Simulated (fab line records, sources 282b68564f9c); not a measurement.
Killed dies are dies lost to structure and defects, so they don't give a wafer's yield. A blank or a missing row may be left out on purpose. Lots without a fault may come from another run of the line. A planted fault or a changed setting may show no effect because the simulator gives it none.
Which tool did it? | flow rit_cmos | 7 lots, 21 wafers sampled, at 2 steps of a route of 202

WHAT THE GAUGES READ, wafer by wafer
RIT_NRETRO_TW_MEAS_10.
lot  | measured    | on            | NRETRO_TW
L573 | day 2 13:52 | film_metro-02 | 1069 1071 1070
L575 | day 2 21:20 | film_metro-03 | 1042 1037 1040
L577 | day 3 09:52 | film_metro-03 | 1048 1046 1047
L581 | day 4 07:17 | film_metro-02 | 1071 1070 1064
L583 | day 4 13:50 | film_metro-02 | 1069 1068 1065
L586 | day 5 05:52 | film_metro-03 | 959 954 957
L591 | day 6 08:40 | film_metro-03 | 1039 1033 1034

WHICH TOOL RAN EACH LOT (tool, then ch and the chambers of the sampled wafers, then the start)
lot  | RIT_NRETRO_IMPLANT_08
L573 | implanter-03 ch 0, day 2 13:32
L575 | implanter-03 ch 0, day 2 21:01
L577 | implanter-03 ch 0, day 3 09:32
L581 | implanter-04 ch 0, day 4 06:58
L583 | implanter-04 ch 0, day 4 13:31
L586 | implanter-03 ch 0, day 5 05:33
L591 | implanter-02 ch 0, day 6 08:20
- RIT_NRETRO_IMPLANT_08

THE ANSWER, worked out from the rows above alone
Rule: what is usual is taken from the lots themselves. Put in order of their means at a reading, lots are off if they are a third of the lots or fewer, leave a main group of 4 or more, and stand apart from it by a gap of 3 or more times the standard deviation of the main group's means; of several such gaps the widest counts. A main group whose means are all the same, to the digits that the tables above print for the reading, isn't used. A lot without any number at a reading at which 4 lots or more have one is off too. The other lots that the step has rows for count as sound.
Off: L586, at RIT_NRETRO_TW_MEAS_10 (NRETRO_TW). The main group: mean 1055, standard deviation 14.
A tool fits if, at a process step before that reading, it ran every lot that is off, and no sound lot after the first of them. The gauges at RIT_NRETRO_TW_MEAS_10 are tried like those tools. One fits: implanter-03 at RIT_NRETRO_IMPLANT_08. Its last sound lot is L577 (day 3 09:32), its first lot that is off L586 (day 5 05:33): a fault that began between those two fits.

WHAT THE SIMULATOR HAD PUT IN
Process parameter drift: implanter-03, from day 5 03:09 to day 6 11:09, at RIT_NRETRO_IMPLANT_08. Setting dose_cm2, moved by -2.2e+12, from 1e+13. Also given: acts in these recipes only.
Lots struck among those shown: L586. The rule above found the same.
